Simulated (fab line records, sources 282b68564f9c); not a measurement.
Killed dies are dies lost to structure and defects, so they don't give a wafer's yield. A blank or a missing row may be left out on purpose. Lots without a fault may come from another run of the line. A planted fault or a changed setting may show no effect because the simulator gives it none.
Which tool did it? | flow rit_cmos | 7 lots, 21 wafers sampled, at 2 steps of a route of 202

WHAT THE GAUGES READ, wafer by wafer
RIT_SDANNEAL_RS_MEAS_04: measures by four-point-probe.
lot  | measured    | on            | PSD_RS (ohm/sq)
L608 | day 3 16:51 | film_metro-03 | 115.36 115.60 116.10
L610 | day 4 03:32 | film_metro-02 | 116.14 115.94 115.99
L613 | day 4 17:35 | film_metro-04 | 115.83 115.43 115.69
L615 | day 5 06:28 | film_metro-04 | 116.28 115.64 116.17
L620 | day 6 03:52 | film_metro-02 | 115.77 115.95 115.85
L622 | day 6 11:15 | film_metro-04 | 116.07 115.86 115.96
L628 | day 7 20:13 | film_metro-03 | 116.38 116.55 116.28

WHICH TOOL RAN EACH LOT (tool, then ch and the chambers of the sampled wafers, then the start)
lot  | RIT_SDANNEAL_RTA_03
L608 | rtp_anneal-01 ch 0, day 3 16:47
L610 | rtp_anneal-01 ch 0, day 4 03:28
L613 | rtp_anneal-02 ch 0, day 4 17:32
L615 | rtp_anneal-02 ch 0, day 5 06:24
L620 | rtp_anneal-01 ch 0, day 6 03:47
L622 | rtp_anneal-01 ch 0, day 6 11:12
L628 | rtp_anneal-01 ch 0, day 7 20:09
- RIT_SDANNEAL_RTA_03: time 5 s.

THE ANSWER, worked out from the rows above alone
Rule: what is usual is taken from the lots themselves. Put in order of their means at a reading, lots are off if they are a third of the lots or fewer, leave a main group of 4 or more, and stand apart from it by a gap of 3 or more times the standard deviation of the main group's means; of several such gaps the widest counts. A main group whose means are all the same, to the digits that the tables above print for the reading, isn't used. A lot without any number at a reading at which 4 lots or more have one is off too. The other lots that the step has rows for count as sound.
No lot is off at any reading shown: from this, nothing can be told.

WHAT THE SIMULATOR HAD PUT IN
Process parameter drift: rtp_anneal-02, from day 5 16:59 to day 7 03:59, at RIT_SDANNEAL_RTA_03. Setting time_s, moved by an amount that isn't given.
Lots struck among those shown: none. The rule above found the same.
